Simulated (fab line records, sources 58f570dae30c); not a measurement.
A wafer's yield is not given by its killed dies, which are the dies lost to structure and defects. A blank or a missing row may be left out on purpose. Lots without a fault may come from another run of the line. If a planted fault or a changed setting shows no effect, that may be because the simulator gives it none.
Problem report, 8D (eight disciplines) form, completed by code	flow berkeleyCmos170	the parts of the form that need people (team, actions taken, sign-off) are left out

== 1. WHAT IS WRONG ==
Wafers without a fault read 223.4 s, standard deviation 0.38; runLengthS at UCB170_CONTACT_ETCH_18 reads a mean of 214.4 s on 6 wafers belonging to 2 lots. Measured from the usual mean, that is -24 standard deviations.
The step: etches PSG in CHF3/CF4/Ar, stops on TiSi2, target depth 840 nm, time 195 s.
Seen first at day 10 11:00 on rieDiel-02, wafer L974.1. At this step, 36 wafers from 12 lots have a number in the record. Rule for "out", or "out of limits": more than 4 standard deviations from the usual mean. The other wafers with a number count as sound.

== 2. WHAT IT IS, AND WHAT IT ISN'T ==
question	is	is not
which readings at this step	runLengthS	drypumpMotorCurrentA, throttleValvePct
which lots	L974, L975	L963, L964, L966, L976, L978, L979, L980, L984, L985, L986
which wafers of those lots	all that have a number	-
read on which tools	rieDiel-02	rieDiel-01, rieDiel-04
when	from day 10 11:00	up to then (12 sound wafers); but 18 sound wafers of L978, L979, L980, L984, L985, L986 came after

== 3. WHAT RULES OUT EACH SUSPECT ==
Counting: a tool at any process step up to the reading remains a suspect when it ran all the lots that are out and ran no sound lot after the first of those.
- rieDiel-02 at UCB170_CONTACT_ETCH_18 (etches PSG in CHF3/CF4/Ar, stops on TiSi2, target depth 840 nm, time 195 s): kept. All lots that are out passed through it, beginning with L974 at day 10 11:00, and no sound lot followed; its final sound lot before that point was L964 at day 8 02:00. Its own runLengthS readings are out on those wafers.
After counting, what remains is rieDiel-02 at UCB170_CONTACT_ETCH_18.

== 4. THE CAUSE (what the simulator had put in) ==
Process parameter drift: rieDiel-02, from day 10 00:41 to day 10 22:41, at UCB170_CONTACT_ETCH_18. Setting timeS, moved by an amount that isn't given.
The count eliminated every tool but this one.

== 5. SEQUENCE OF EFFECTS, ordered by route ==
Rows list readings where the struck wafers' mean (over those with a number) sits beyond 3 standard deviations from the usual. Only readings for which the record gives a usual standard deviation are gone through. hours: the time from each lot's start at the first step in this table that gives one to its start at this step, as a median over the lots. sigmas: the change in usual standard deviations.
hours	step	reading	usual	on struck wafers	change	sigmas
0	UCB170_CONTACT_ETCH_18	oesProductAu	0.895 a.u.	0.939	+0.044	+3.1
0	UCB170_CONTACT_ETCH_18	runLengthS	223.4 s	214.4	-9.0	-24
Here are the process steps it includes:
- UCB170_CONTACT_ETCH_18: etches PSG in CHF3/CF4/Ar, stops on TiSi2, target depth 840 nm, time 195 s.

== 6. HOW IT WOULD HAVE BEEN CAUGHT EARLIER ==
In this record the first reading out of limits was taken at day 10 11:00, 10 hours after the fault began at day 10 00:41.
